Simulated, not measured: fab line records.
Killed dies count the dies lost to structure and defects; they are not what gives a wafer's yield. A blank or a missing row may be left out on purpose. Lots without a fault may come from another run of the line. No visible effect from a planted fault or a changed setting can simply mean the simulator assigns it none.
Lot-split experiment	flow rit-cmos	5 lots, 23 wafers read, on a route of 202 steps

ABOUT THE SPLIT
At RIT_ACTIVE_OXIDATION_01 (target thk 46.8 nm, ox time 3360 s), the setting temp-c was moved away from the recipe's 1000 C on 15 of the 23 wafers read, by -2.4% to -1.9%. The other wafers ran this setting at the recipe's value.

Between the split and the reading, the file records no step.

THE READING
At RIT_ACTIVE_THK_MEAS_02: ACTIVE_OXIDE_THK, given in nm. Typical for fault-free wafers on this fab line: 46.7 nm, with standard deviation 0.79 nm.

wafer	tool, chamber at the split	temp-c as run, C	against the recipe	ACTIVE_OXIDE_THK, nm	against lot-mates on the recipe
L074.2	furnace-03, 0	1000	recipe	46.5	-
L074.4	furnace-03, 0	1000	recipe	46.8	-
L074.6	furnace-03, 0	1000	recipe	46.4	-
L077.1	-, -	1000	recipe	47.8	-
L077.3	-, -	1000	recipe	47.3	-
L077.4	-, -	1000	recipe	47.3	-
L077.5	-, -	1000	recipe	47.5	-
L077.6	-, -	1000	recipe	47.7	-
L078.1	-, -	976	-2.4%	35.8	no lot-mate on the recipe
L078.2	-, -	976	-2.4%	36.6	no lot-mate on the recipe
L078.3	-, -	976	-2.4%	36.4	no lot-mate on the recipe
L078.4	-, -	976	-2.4%	35.4	no lot-mate on the recipe
L078.5	-, -	976	-2.4%	36.5	no lot-mate on the recipe
L080.2	-, -	979	-2.1%	37.9	no lot-mate on the recipe
L080.3	-, -	979	-2.1%	37.6	no lot-mate on the recipe
L080.4	-, -	979	-2.1%	37.7	no lot-mate on the recipe
L080.5	-, -	979	-2.1%	38.2	no lot-mate on the recipe
L080.6	-, -	979	-2.1%	37.8	no lot-mate on the recipe
L081.1	-, -	981.1	-1.9%	38.8	no lot-mate on the recipe
L081.2	-, -	981.1	-1.9%	39.2	no lot-mate on the recipe
L081.3	-, -	981.1	-1.9%	38.5	no lot-mate on the recipe
L081.4	-, -	981.1	-1.9%	38.5	no lot-mate on the recipe
L081.5	-, -	981.1	-1.9%	39.6	no lot-mate on the recipe

THE FIT
A straight line over all 23 wafers: ACTIVE_OXIDE_THK changes by +4.5 nm for each +1% of temp-c; r = +1.00; the points scatter about the line by 0.48 nm.
Too few moved wafers with a lot-mate on the recipe to fit a line net of each lot's own level.

THE WHOLE CHAIN: every reading that the file lists as answering this split, in the file's order
step	what it does	reading	change (the file's fit)	r (the file's)
RIT_ACTIVE_OXIDATION_01	target thk 46.8 nm, ox time 3360 s	SiO2_of_ACTIVE_OXIDATION_01.thk-nm (the simulator's own value, which no gauge read)	+4.49 nm for each +1% of the setting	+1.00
RIT_ACTIVE_THK_MEAS_02		ACTIVE_OXIDE_THK	+4.5 for each +1% of the setting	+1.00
RIT_M1_PROBE_99		etest.pldd.width-nm (the simulator's own value, which no gauge read)	-40.2 nm for each +1% of the setting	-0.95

FILE'S OWN FIT
ACTIVE_OXIDE_THK changes by +4.5 nm for each +1% of temp-c, r = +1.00.
